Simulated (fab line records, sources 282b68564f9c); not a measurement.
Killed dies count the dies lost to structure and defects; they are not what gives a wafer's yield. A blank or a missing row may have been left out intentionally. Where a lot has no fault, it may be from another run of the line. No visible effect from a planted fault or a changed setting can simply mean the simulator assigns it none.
Comparing a struck lot with a sound one	flow ritCmos	17 out of 202 route steps
Sound: wafers L677.3, L677.4, L677.6. Struck: wafer L688.1 (left out: L688.3, L688.5 of the same lot, which were not struck); the cause appears at the end.
Each step with rows lists, per side, the tool, then ch with its chambers, then its first start. Under that, the readings that differ: sound wafers	struck wafers	difference of the means	sigmas: that difference in standard deviations of wafers without a fault.
alike: same words and numbers on both sides, and readings whose means sit less than 2 such deviations apart. not compared: any withheld reading, any reading some wafer has no value for, any bound like >300 that may hide the same value, and any number with overlapping values for which the record gives no deviation.
A row with sigmas, a row that says differs or no value, or rows on one side alone: a step with any of these is where the two part. Non-overlapping numbers with no deviation appear without sigmas and do not part them. Lack of a reading on every wafer of one side parts them only where that side has two or more wafers.

first, 4 steps without rows for these wafers: RIT_CONTACT_SOFTBAKE_04 (time 60 s); RIT_CONTACT_EXPOSE_05 (exposes mask M11, target cd 1000 nm); RIT_CONTACT_PEB_06; RIT_CONTACT_DEVELOP_07 (develop time 120 s).
RIT_CONTACT_CD_MEAS_08: target cd 1000 nm.
  sound on cdSem-01 at day 3 04:57; struck on cdSem-01 at day 5 11:55
reading	sound	struck	difference	sigmas
cdNm (nm)	995.6 998.2 998.3	1003.2	+5.8	+2
RIT_CONTACT_OVL_MEAS_09:
  sound on overlay-02 at day 3 05:03; struck on overlay-01 at day 5 12:02
reading	sound	struck	difference	sigmas
CONTACT_OVL (nm)	2.0 1.1 1.1	-1.8	-3.2	-2
then, 1 step without rows for these wafers: RIT_CONTACT_HARDBAKE_10 (time 60 s).
RIT_CONTACT_ETCH_11: etches SiO2 in CHF3/CF4/Ar, stops on TiSi2, target depth 480 nm, time 320 s.
  sound on rieDiel-04 ch 0,2,3, day 3 05:13; struck on rieDiel-03 ch 2, day 5 12:14
  alike: O2_flow_sccm, drypumpMotorCurrentA, mfcArSccm, oesProductAu, throttleValvePct
  not compared: rfHoursCounterH
RIT_CONTACT_STRIP_12: strips in O2, time 180 s.
  sound on plasmaAsher-01 ch 0,1, day 3 05:28; struck on plasmaAsher-01 ch 1, day 5 12:25
reading	sound	struck	difference	sigmas
rfHoursCounterH (h)	- - -	49	no value on the sound wafers	
  alike: drypumpMotorCurrentA
RIT_CONTACT_CD_MEAS_90: target cd 1000 nm.
  sound on cdSem-01 at day 3 05:38; struck on cdSem-01 at day 5 12:36
reading	sound	struck	difference	sigmas
cdNm (nm)	996.0 998.1 998.1	1003.6	+6.2	+3
then, 2 steps without rows for these wafers: RIT_CONTACT_CLEAN_13 (cleans in SC1, time 600 s); RIT_CONTACT_CLEAN_14 (cleans in SC2, time 600 s).
RIT_M1_SPUTTER_00: material Al, target thk 400 nm, time 500 s.
  sound on pvdSputter-04 at day 3 06:04; struck on pvdSputter-03 at day 5 13:04
  alike: throttleValvePct
RIT_M1_RS_MEAS_01: measures by four-point-probe.
  sound on filmMetro-04 at day 3 06:23; struck on filmMetro-01 at day 5 13:22
reading	sound	struck	difference	sigmas
M1_AL_RS (ohm/sq)	0.0733 0.0733 0.0727	0.0800	+0.0069	+9
RIT_M1_THK_MEAS_02: measures by xrf.
  sound on filmMetro-04 at day 3 06:29; struck on filmMetro-01 at day 5 13:29
reading	sound	struck	difference	sigmas
M1_AL_THK (nm)	399 399 400	370	-29	-7
then, 1 step without rows for these wafers: RIT_M1_HMDS_03 (prime time 60 s).
RIT_M1_PROBE_99:
  sound on prober-02 at day 3 10:40; struck on prober-02 at day 5 17:25
reading	sound	struck	difference	sigmas
defectLimitedYield (%)	97.3 97.0 95.1	98.9	+2.4	+2
killedAtFrontEnd	7 8 13	3	-6	-2
killedDies	7 8 13	3	-6	-2
killedOpen	6 3 7	0	-5	-2
sort_bin_3_pad_short (%)	0.4 0.8 0.4	0	-1	-2
sortNPass	257 256 251	261	+6	+2
sortYieldPct (%)	97.3 97.0 95.1	98.9	+2.4	+2
  alike: killedAtContacts, killedShort, sort_bin_5_function, sort_bin_6_memory

== WHERE THEY PART ==
Last at RIT_M1_PROBE_99 as far as this record goes, first at RIT_CONTACT_CD_MEAS_08.

WHY: what the simulator had put in
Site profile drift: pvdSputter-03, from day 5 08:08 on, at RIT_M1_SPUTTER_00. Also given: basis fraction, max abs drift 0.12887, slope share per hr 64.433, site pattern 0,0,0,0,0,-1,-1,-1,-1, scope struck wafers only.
